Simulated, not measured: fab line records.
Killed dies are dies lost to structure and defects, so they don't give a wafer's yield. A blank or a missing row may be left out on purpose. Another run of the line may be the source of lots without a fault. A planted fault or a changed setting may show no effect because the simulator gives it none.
Which tool is to blame? -- flow berkeleyCmos170 -- 42 wafers from 14 lots sampled at 3 of the route's 331 steps

WHAT THE GAUGES SHOWED, per wafer
UCB170_SDANNEAL_RS_MEAS_03: measures by four-point-probe.
lot,measured,on,NSD_RS (ohm/sq)
L336,day 7 12:42,filmMetro-02,37.11 37.32 37.23
L334,day 7 12:52,filmMetro-01,37.04 37.08 36.94
L335,day 7 13:16,filmMetro-02,37.22 37.25 37.24
L337,day 8 00:22,filmMetro-01,37.04 37.01 37.03
L340,day 9 05:24,filmMetro-03,37.03 37.07 37.14
L347,day 10 12:56,filmMetro-03,37.30 37.20 37.25
L346,day 10 13:33,filmMetro-03,37.29 37.31 37.27
L348,day 11 06:19,filmMetro-01,37.07 37.14 37.12
L350,day 11 15:53,filmMetro-02,37.38 37.37 37.52
L351,day 11 17:07,filmMetro-01,37.24 37.35 37.31
L354,day 12 03:27,filmMetro-01,37.14 37.19 37.24
L355,day 12 23:44,filmMetro-01,37.04 37.05 37.22
L356,day 12 23:49,filmMetro-02,37.16 37.24 37.25
L357,day 13 00:13,filmMetro-01,37.05 37.02 37.02

UCB170_V1_CD_MEAS_90 targets a cd of 700 nm.
lot,measured,on,cdNm (nm)
L336,day 8 02:02,cdSem-01,701.5 699.8 702.5
L334,day 8 02:28,cdSem-01,700.3 698.1 697.8
L335,day 8 06:23,cdSem-02,700.5 699.8 701.7
L337,day 8 11:52,cdSem-01,700.7 699.0 702.9
L340,day 9 17:05,cdSem-02,697.8 698.0 697.0
L347,day 11 02:36,cdSem-02,696.9 696.5 699.0
L346,day 11 03:22,cdSem-02,700.3 701.5 699.3
L348,day 11 20:44,cdSem-02,699.8 701.6 699.2
L350,day 12 04:17,cdSem-01,699.3 702.0 700.5
L351,day 12 06:09,cdSem-01,700.7 700.0 704.2
L354,day 12 14:59,cdSem-02,699.5 698.0 698.0
L355,day 13 11:05,cdSem-01,697.1 699.5 697.8
L356,day 13 12:16,cdSem-01,700.8 699.6 699.8
L357,day 13 16:08,cdSem-02,697.7 695.9 696.8

UCB170_V2_BOW_MEAS_03.
lot,measured,on,V2_BOW (um)
L336,day 8 05:22,filmMetro-03,46 29 50
L334,day 8 05:40,filmMetro-03,30 44 36
L335,day 8 10:36,filmMetro-01,35 32 36
L337,day 8 15:22,filmMetro-04,25 29 18
L340,day 9 20:46,filmMetro-03,26 42 37
L347,day 11 07:50,filmMetro-03,36 41 33
L346,day 11 08:09,filmMetro-01,49 25 48
L348,day 12 00:34,filmMetro-04,38 37 46
L350,day 12 07:40,filmMetro-01,36 43 37
L351,day 12 09:42,filmMetro-04,37 52 43
L354,day 12 18:49,filmMetro-01,36 52 37
L355,day 13 17:35,filmMetro-01,36 44 27
L356,day 13 17:23,filmMetro-01,31 35 31
L357,day 13 19:39,filmMetro-04,45 35 54

WHAT TOOL EACH LOT RAN ON (gives the tool, then ch and the chambers of the sampled wafers, and finally the start)
The record shows no process step preceding these readings.

WHAT THE TOOLS THEMSELVES READ (means of the sampled wafers that have a number; where no wafer has one, the mark that the record gives instead)
The record holds no such reading with a usual standard deviation.

THE ANSWER, worked out from the rows above alone
Rule: the lots themselves supply what counts as usual. The widest of any qualifying gaps counts: lots, ordered by their means at a reading, are off when they make up no more than a third of the lots, leave a main group of 4 or more, and stand apart from it by 3 or more times the standard deviation of that group's means. A main group is skipped when, at the precision printed for the reading in the tables above, its means are all equal. A lot without any number at a reading at which 4 lots or more have one is off too. The other lots that the step has rows for count as sound. Order of review: gauges by route order, followed by the tools' own readings, for which a lot's mean as printed above is used. The first step at which some lot is off is used, and at that step the reading that is off furthest; a lot without a number counts as furthest.
Nothing can be told from this: no lot is off at any reading shown.

WHAT WAS PUT IN BY THE SIMULATOR
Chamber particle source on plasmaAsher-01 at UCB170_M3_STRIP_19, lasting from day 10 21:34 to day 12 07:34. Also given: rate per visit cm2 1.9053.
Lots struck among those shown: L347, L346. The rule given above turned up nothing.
